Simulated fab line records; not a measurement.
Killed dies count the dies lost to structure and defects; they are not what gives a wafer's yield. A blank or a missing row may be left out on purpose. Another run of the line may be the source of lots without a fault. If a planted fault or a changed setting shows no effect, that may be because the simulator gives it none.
What tool caused it?    flow rit_cmos    13 lots with 39 wafers sampled at 2 steps, on a route of 202 steps

## WHAT THE GAUGES SHOWED, per wafer
No reading from a measuring or inspecting step in the record can be judged against a usual standard deviation.

## WHAT TOOL EACH LOT RAN ON (gives the tool, then ch and the chambers of the sampled wafers, and finally the start)
lot   RIT_PRETRO_STRIP_09                  RIT_M1_PROBE_99
L677  plasma_asher-04 ch 0,1, day 2 12:32  prober-01, day 3 20:32
L679  plasma_asher-01 ch 0,1, day 2 22:59  prober-01, day 4 06:25
L681  plasma_asher-03 ch 1, day 3 06:26    prober-02, day 4 11:07
L680  plasma_asher-01 ch 1, day 3 07:02    prober-01, day 4 12:37
L682  plasma_asher-03 ch 0,1, day 3 14:07  prober-02, day 4 19:34
L684  plasma_asher-03 ch 0,1, day 3 21:04  prober-02, day 5 03:03
L686  plasma_asher-03 ch 0,1, day 4 09:20  prober-02, day 5 16:55
L690  plasma_asher-01 ch 0,1, day 5 06:55  prober-02, day 6 11:07
L692  plasma_asher-03 ch 0,1, day 5 13:30  prober-01, day 6 18:08
L693  plasma_asher-03 ch 0,1, day 5 19:06  prober-01, day 6 23:36
L695  plasma_asher-04 ch 0,1, day 6 05:22  prober-01, day 7 09:08
L696  plasma_asher-03 ch 0,1, day 6 10:31  prober-02, day 7 14:44
L700  plasma_asher-04 ch 0,1, day 7 07:04  prober-02, day 8 09:35
- RIT_PRETRO_STRIP_09: strips in O2, time 180 s.
- RIT_M1_PROBE_99

## AS READ BY THE TOOLS THEMSELVES (means over the sampled wafers that have a number; for cases with no such wafer, the mark the record gives instead)
RIT_PRETRO_STRIP_09.
lot   tool             drypump_motor_current_A (A)  run_length_s (s)
L677  plasma_asher-04  6.2                          208.3
L679  plasma_asher-01  5.5                          208.0
L681  plasma_asher-03  5.2                          208.1
L680  plasma_asher-01  6.1                          207.5
L682  plasma_asher-03  5.6                          207.9
L684  plasma_asher-03  5.6                          207.9
L686  plasma_asher-03  5.6                          208.0
L690  plasma_asher-01  5.5                          27.5
L692  plasma_asher-03  5.6                          207.8
L693  plasma_asher-03  5.6                          207.9
L695  plasma_asher-04  5.9                          208.4
L696  plasma_asher-03  5.6                          207.9
L700  plasma_asher-04  6.0                          208.3

RIT_M1_PROBE_99.
lot   tool       killed_at_front_end  killed_dies  killed_on_rim  killed_open  killed_short
L677  prober-01  5.7                  5.7          1.7            3.7          1.3
L679  prober-01  6.3                  6.3          1.7            3.7          2.7
L681  prober-02  6.3                  6.3          0.3            3.0          3.3
L680  prober-01  6.0                  6.0          1.0            3.7          2.3
L682  prober-02  7.3                  7.3          1.0            3.3          4.0
L684  prober-02  6.3                  6.3          1.3            2.3          4.0
L686  prober-02  7.0                  7.0          1.7            3.7          3.3
L690  prober-02  264.0                264.0        70.0           2.3          2.7
L692  prober-01  5.7                  5.7          2.0            3.3          2.3
L693  prober-01  6.3                  6.3          1.3            3.7          2.7
L695  prober-01  4.3                  4.3          1.3            1.0          3.3
L696  prober-02  6.0                  6.0          2.0            2.3          3.7
L700  prober-02  8.5                  8.5          1.0            3.0          5.5

## THE ANSWER, worked out from the rows above alone
Rule: the lots themselves supply what counts as usual. Put in order of their means at a reading, lots are off if they are a third of the lots or fewer, leave a main group of 4 or more, and stand apart from it by a gap of 3 or more times the standard deviation of the main group's means; of several such gaps the widest counts. Not used: any main group whose means are identical at the precision the tables above print for the reading. A lot without any number at a reading at which 4 lots or more have one is off too. All remaining lots with rows at the step are treated as sound. First the gauges in route order, then the tools' own readings, where a lot's mean is used as printed above. The first step at which some lot is off is used, and at that step the reading that is off furthest; a lot without a number counts as furthest.
Off: L690, at RIT_PRETRO_STRIP_09 (run_length_s). The main group: mean 208.0 s, standard deviation 0.24.
If a tool, at that step or one of the process steps before it, ran each lot that is off and ran no sound lot following the first of them, it fits. One candidate fits, namely plasma_asher-01 at RIT_PRETRO_STRIP_09. Its last sound lot is L680 (day 3 07:02), its first lot that is off L690 (day 5 06:55): a fault that began between those two fits.
The tool's own readings at RIT_PRETRO_STRIP_09 bear it out: on the lots that are off they differ by more than 5 times the standard deviation of the sound lots' means. run_length_s reads 27.5 s there against 208.0 s on the sound lots.

## WHAT HAD BEEN PUT IN BY THE SIMULATOR
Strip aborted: plasma_asher-01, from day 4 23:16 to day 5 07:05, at RIT_PRETRO_STRIP_09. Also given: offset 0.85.
Shown lots that were struck: L690. The rule above found the same.
